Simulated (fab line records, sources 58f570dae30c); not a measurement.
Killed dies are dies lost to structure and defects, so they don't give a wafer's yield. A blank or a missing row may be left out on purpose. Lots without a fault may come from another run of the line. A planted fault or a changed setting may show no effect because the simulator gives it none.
Which tool did it? | flow berkeley_cmos170 | 14 lots, 42 wafers sampled, at 5 steps of a route of 331

WHAT THE GAUGES READ, wafer by wafer
UCB170_PFIELD_TW_MEAS_09.
lot  | measured    | on            | PFIELD_TW
L178 | day 4 10:37 | film_metro-04 | 603.3 599.0 600.2
L177 | day 4 11:01 | film_metro-04 | 603.4 600.4 600.5
L179 | day 5 03:29 | film_metro-04 | 597.2 595.3 600.5
L180 | day 5 04:37 | film_metro-04 | 599.5 598.7 599.2
L181 | day 5 13:05 | film_metro-03 | 602.2 603.0 598.9
L184 | day 5 18:30 | film_metro-04 | 599.0 600.4 597.6
L185 | day 5 18:48 | film_metro-02 | 599.4 602.7 603.5
L186 | day 6 21:59 | film_metro-02 | 601.8 605.2 606.3
L188 | day 6 22:35 | film_metro-03 | 604.3 602.3 603.6
L190 | day 7 03:34 | film_metro-04 | 599.0 599.3 598.3
L195 | day 7 22:08 | film_metro-03 | 603.1 600.2 600.1
L196 | day 8 17:59 | film_metro-02 | 591.0 592.9 595.7
L200 | day 8 22:05 | film_metro-04 | 599.8 598.9 599.4
L198 | day 8 22:20 | film_metro-04 | 599.9 598.2 600.5

UCB170_PVT_OVL_MEAS_06.
lot  | measured     | on         | PVT_OVL (nm)
L178 | day 5 18:08  | overlay-01 | 4 2 -3
L177 | day 5 17:52  | overlay-02 | -10 -9 -18
L179 | day 6 14:41  | overlay-01 | -1 4 -3
L180 | day 6 15:41  | overlay-01 | -5 -10 -1
L181 | day 6 21:29  | overlay-02 | 5 9 3
L184 | day 7 00:00  | overlay-02 | 5 2 -12
L185 | day 7 00:17  | overlay-02 | 2 -3 5
L186 | day 7 22:29  | overlay-01 | -4 -13 -8
L188 | day 7 22:25  | overlay-01 | 10 9 0
L190 | day 8 04:31  | overlay-02 | -17 -10 -2
L195 | day 9 05:57  | overlay-02 | -8 -11 4
L196 | day 10 14:19 | overlay-02 | -14 -1 -13
L200 | day 10 14:20 | overlay-01 | -5 0 -4
L198 | day 10 17:52 | overlay-02 | 3 -13 3

UCB170_GATE_CD_MEAS_90: target cd 350 nm.
lot  | measured     | on        | cd_nm (nm)
L178 | day 6 08:43  | cd_sem-01 | 350.4 351.7 350.4
L177 | day 6 08:21  | cd_sem-02 | 350.4 352.0 349.9
L179 | day 6 23:56  | cd_sem-02 | 354.0 352.6 352.0
L180 | day 7 00:04  | cd_sem-01 | 350.5 349.3 350.8
L181 | day 7 07:28  | cd_sem-01 | 350.7 349.0 350.2
L184 | day 7 10:14  | cd_sem-01 | 350.9 351.5 351.4
L185 | day 7 10:33  | cd_sem-02 | 350.2 352.9 352.8
L186 | day 8 11:50  | cd_sem-01 | 351.3 351.5 351.5
L188 | day 8 12:06  | cd_sem-01 | 350.6 349.0 350.1
L190 | day 8 16:34  | cd_sem-02 | 352.1 352.1 352.0
L195 | day 10 00:17 | cd_sem-01 | 345.6 345.3 346.5
L196 | day 11 01:02 | cd_sem-01 | 345.5 344.1 345.3
L200 | day 11 01:16 | cd_sem-02 | 350.0 349.5 350.5
L198 | day 11 06:51 | cd_sem-02 | 350.4 350.1 350.2

WHICH TOOL RAN EACH LOT (tool, then ch and the chambers of the sampled wafers, then the start)
lot  | UCB170_GATE_ETCH_14                | UCB170_GATE_STRIP_16
L178 | rie_diel-04 ch 0,2,3, day 6 08:29  | plasma_asher-04 ch 0,1, day 6 08:37
L177 | rie_diel-01 ch 0,1,3, day 6 08:10  | plasma_asher-02 ch 0, day 6 08:15
L179 | rie_diel-02 ch 0,2, day 6 23:45    | plasma_asher-01 ch 0,1, day 6 23:50
L180 | rie_diel-01 ch 0,1,2, day 6 23:53  | plasma_asher-02 ch 0,1, day 6 23:58
L181 | rie_diel-01 ch 1,3, day 7 07:15    | plasma_asher-02 ch 0,1, day 7 07:20
L184 | rie_diel-04 ch 2,3, day 7 10:01    | plasma_asher-01 ch 0,1, day 7 10:06
L185 | rie_diel-02 ch 2,3, day 7 10:16    | plasma_asher-02 ch 0,1, day 7 10:23
L186 | rie_diel-04 ch 1,2, day 8 11:38    | plasma_asher-02 ch 0,1, day 8 11:43
L188 | rie_diel-01 ch 1,2,3, day 8 11:55  | plasma_asher-04 ch 0,1, day 8 12:00
L190 | rie_diel-04 ch 1,2, day 8 16:17    | plasma_asher-04 ch 0,1, day 8 16:22
L195 | rie_diel-04 ch 0,1,3, day 10 00:06 | plasma_asher-02 ch 0,1, day 10 00:11
L196 | rie_diel-04 ch 0,2,3, day 11 00:48 | plasma_asher-02 ch 0,1, day 11 00:54
L200 | rie_diel-01 ch 1,3, day 11 01:04   | plasma_asher-04 ch 0, day 11 01:09
L198 | rie_diel-02 ch 0,1,2, day 11 06:37 | plasma_asher-02 ch 0,1, day 11 06:44
- UCB170_GATE_ETCH_14: etches BARC in N2/H2.
- UCB170_GATE_STRIP_16: strips in O2.

WHAT THE TOOLS THEMSELVES READ (means of the sampled wafers that have a number; where no wafer has one, the mark that the record gives instead)
UCB170_GATE_ETCH_14.
lot  | tool        | drypump_motor_current_A (A) | oes_product_au (a.u.) | throttle_valve_pct (%)
L178 | rie_diel-04 | 5.2                         | 1.002                 | 13.34
L177 | rie_diel-01 | 5.8                         | 0.972                 | 13.43
L179 | rie_diel-02 | 6.2                         | 1.007                 | 13.22
L180 | rie_diel-01 | 6.0                         | 0.987                 | 13.38
L181 | rie_diel-01 | 5.5                         | 0.986                 | 13.39
L184 | rie_diel-04 | 5.0                         | 0.992                 | 13.34
L185 | rie_diel-02 | 5.6                         | 0.974                 | 13.47
L186 | rie_diel-04 | 5.9                         | 1.025                 | 13.23
L188 | rie_diel-01 | 5.7                         | 0.999                 | 13.32
L190 | rie_diel-04 | 5.3                         | 1.020                 | 13.31
L195 | rie_diel-04 | 5.7                         | 1.237                 | 13.27
L196 | rie_diel-04 | 5.2                         | 1.205                 | 13.36
L200 | rie_diel-01 | 5.4                         | 0.989                 | 13.43
L198 | rie_diel-02 | 5.7                         | 0.999                 | 13.28

UCB170_GATE_STRIP_16.
lot  | tool            | drypump_motor_current_A (A) | oes_product_au (a.u.)
L178 | plasma_asher-04 | 5.9                         | 0.724
L177 | plasma_asher-02 | 5.7                         | 0.722
L179 | plasma_asher-01 | 6.2                         | 0.722
L180 | plasma_asher-02 | 5.8                         | 0.730
L181 | plasma_asher-02 | 5.9                         | 0.724
L184 | plasma_asher-01 | 5.8                         | 0.722
L185 | plasma_asher-02 | 5.8                         | 0.724
L186 | plasma_asher-02 | 5.8                         | 0.725
L188 | plasma_asher-04 | 6.1                         | 0.720
L190 | plasma_asher-04 | 6.1                         | 0.729
L195 | plasma_asher-02 | 6.0                         | 0.725
L196 | plasma_asher-02 | 6.0                         | 0.726
L200 | plasma_asher-04 | 5.8                         | 0.716
L198 | plasma_asher-02 | 6.0                         | 0.719

THE ANSWER, worked out from the rows above alone
Rule: what is usual is taken from the lots themselves. Put in order of their means at a reading, lots are off if they are a third of the lots or fewer, leave a main group of 4 or more, and stand apart from it by a gap of 3 or more times the standard deviation of the main group's means; of several such gaps the widest counts. A main group whose means are all the same, to the digits that the tables above print for the reading, isn't used. A lot without any number at a reading at which 4 lots or more have one is off too. The other lots that the step has rows for count as sound. The gauges are gone through in route order, then the tools' own readings, and for those a lot's mean is taken as printed above. The first step at which some lot is off is used, and at that step the reading that is off furthest; a lot without a number counts as furthest.
Off: L195, L196, at UCB170_GATE_CD_MEAS_90 (cd_nm). The main group: mean 351.0 nm, standard deviation 0.93.
A tool fits if, at a process step before that reading, it ran every lot that is off, and no sound lot after the first of them. The gauges at UCB170_GATE_CD_MEAS_90 aren't tried: what is off there is off at UCB170_GATE_ETCH_14 too, on other tools, and a gauge's error can't cause that. One fits: rie_diel-04 at UCB170_GATE_ETCH_14. Its last sound lot is L190 (day 8 16:17), its first lot that is off L195 (day 10 00:06): a fault that began between those two fits.
The tool's own readings at UCB170_GATE_ETCH_14 bear it out: on the lots that are off they differ by more than 5 times the standard deviation of the sound lots' means. oes_product_au reads 1.221 a.u. there against 0.996 a.u. on the sound lots.

WHAT THE SIMULATOR HAD PUT IN
Process parameter drift: rie_diel-04, from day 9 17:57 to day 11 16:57, at UCB170_GATE_ETCH_14. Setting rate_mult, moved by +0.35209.
Lots struck among those shown: L195, L196. The rule above found the same.
